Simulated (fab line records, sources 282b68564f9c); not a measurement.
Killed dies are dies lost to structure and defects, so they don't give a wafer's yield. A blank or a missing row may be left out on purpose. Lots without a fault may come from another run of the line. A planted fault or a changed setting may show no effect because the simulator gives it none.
Which tool did it? | flow rit_cmos | 14 lots, 42 wafers sampled, at 2 steps of a route of 202

WHAT THE GAUGES READ, wafer by wafer
The record holds no reading of a measuring or inspecting step that can be judged against a usual standard deviation.

WHICH TOOL RAN EACH LOT (tool, then ch and the chambers of the sampled wafers, then the start)
lot  | RIT_NRETRO_SOFTBAKE_02           | RIT_M1_PROBE_99
L406 | litho_track-02 ch 0, day 2 06:52 | prober-01, day 3 16:30
L407 | litho_track-02 ch 0, day 2 12:50 | prober-02, day 3 22:19
L408 | litho_track-01 ch 0, day 2 20:02 | prober-01, day 4 05:05
L411 | litho_track-02 ch 0, day 3 09:28 | prober-02, day 4 16:17
L412 | litho_track-03 ch 0, day 3 15:07 | prober-01, day 4 19:51
L414 | litho_track-01 ch 0, day 3 21:57 | prober-01, day 5 02:30
L415 | litho_track-02 ch 0, day 4 03:57 | prober-02, day 5 10:25
L416 | litho_track-02 ch 0, day 4 07:33 | prober-01, day 5 12:46
L417 | litho_track-03 ch 0, day 4 11:43 | prober-02, day 5 17:53
L418 | litho_track-03 ch 0, day 4 17:39 | prober-01, day 5 22:18
L425 | litho_track-01 ch 0, day 6 03:38 | prober-02, day 7 07:51
L426 | litho_track-01 ch 0, day 6 09:06 | prober-01, day 7 13:30
L428 | litho_track-03 ch 0, day 6 19:21 | prober-01, day 7 22:59
L429 | litho_track-03 ch 0, day 6 23:17 | prober-02, day 8 03:43
- RIT_NRETRO_SOFTBAKE_02: time 60 s.
- RIT_M1_PROBE_99

WHAT THE TOOLS THEMSELVES READ (means of the sampled wafers that have a number; where no wafer has one, the mark that the record gives instead)
RIT_NRETRO_SOFTBAKE_02.
lot  | tool           | exhaust_pa (Pa) | resist_line_temp_C (C) | run_length_s (s)
L406 | litho_track-02 | 45.1            | 23.03                  | 89.35
L407 | litho_track-02 | 43.7            | 23.04                  | 89.33
L408 | litho_track-01 | 44.8            | 23.05                  | 88.94
L411 | litho_track-02 | 44.7            | 22.96                  | 89.24
L412 | litho_track-03 | 45.0            | 23.16                  | 89.32
L414 | litho_track-01 | 44.6            | 23.07                  | 88.81
L415 | litho_track-02 | 44.6            | 22.99                  | 89.24
L416 | litho_track-02 | 45.0            | 22.98                  | 89.22
L417 | litho_track-03 | 44.5            | 23.04                  | 89.34
L418 | litho_track-03 | 44.1            | 23.08                  | 89.26
L425 | litho_track-01 | 45.8            | 23.05                  | 93.91
L426 | litho_track-01 | 45.4            | 22.88                  | 94.05
L428 | litho_track-03 | 45.8            | 23.07                  | 89.40
L429 | litho_track-03 | 45.6            | 23.09                  | 89.24

RIT_M1_PROBE_99.
lot  | tool      | killed_at_contacts | killed_at_front_end | killed_dies | killed_open | killed_short
L406 | prober-01 | 0.0                | 8                   | 8           | 3.7         | 4.3
L407 | prober-02 | 0.7                | 6                   | 6           | 4.3         | 2.0
L408 | prober-01 | 0.3                | 6                   | 6           | 2.7         | 3.3
L411 | prober-02 | 0.0                | 10                  | 10          | 5.7         | 4.3
L412 | prober-01 | 0.3                | 5                   | 5           | 4.0         | 1.0
L414 | prober-01 | 0.0                | 9                   | 9           | 3.3         | 5.7
L415 | prober-02 | 0.0                | 7                   | 7           | 3.7         | 3.7
L416 | prober-01 | 0.0                | 9                   | 9           | 4.3         | 5.0
L417 | prober-02 | 0.0                | 8                   | 8           | 4.7         | 3.0
L418 | prober-01 | 0.0                | 10                  | 10          | 4.0         | 5.7
L425 | prober-02 | 0.0                | 6                   | 6           | 3.0         | 2.3
L426 | prober-01 | 0.0                | 8                   | 8           | 4.0         | 4.3
L428 | prober-01 | 0.0                | 5                   | 5           | 2.7         | 2.3
L429 | prober-02 | 0.3                | 7                   | 8           | 3.3         | 4.3

THE ANSWER, worked out from the rows above alone
Rule: what is usual is taken from the lots themselves. Put in order of their means at a reading, lots are off if they are a third of the lots or fewer, leave a main group of 4 or more, and stand apart from it by a gap of 3 or more times the standard deviation of the main group's means; of several such gaps the widest counts. A main group whose means are all the same, to the digits that the tables above print for the reading, isn't used. A lot without any number at a reading at which 4 lots or more have one is off too. The other lots that the step has rows for count as sound. The gauges are gone through in route order, then the tools' own readings, and for those a lot's mean is taken as printed above. The first step at which some lot is off is used, and at that step the reading that is off furthest; a lot without a number counts as furthest.
Off: L425, L426, at RIT_NRETRO_SOFTBAKE_02 (run_length_s). The main group: mean 89.22 s, standard deviation 0.17.
A tool fits if, at that step or a process step before it, it ran every lot that is off, and no sound lot after the first of them. One fits: litho_track-01 at RIT_NRETRO_SOFTBAKE_02. Its last sound lot is L414 (day 3 21:57), its first lot that is off L425 (day 6 03:38): a fault that began between those two fits.
The tool's own readings at RIT_NRETRO_SOFTBAKE_02 bear it out: on the lots that are off they differ by more than 5 times the standard deviation of the sound lots' means. run_length_s reads 93.98 s there against 89.22 s on the sound lots.

WHAT THE SIMULATOR HAD PUT IN
Process parameter drift: litho_track-01, from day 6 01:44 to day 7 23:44, at RIT_NRETRO_SOFTBAKE_02. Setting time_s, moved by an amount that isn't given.
Lots struck among those shown: L425, L426. The rule above found the same.
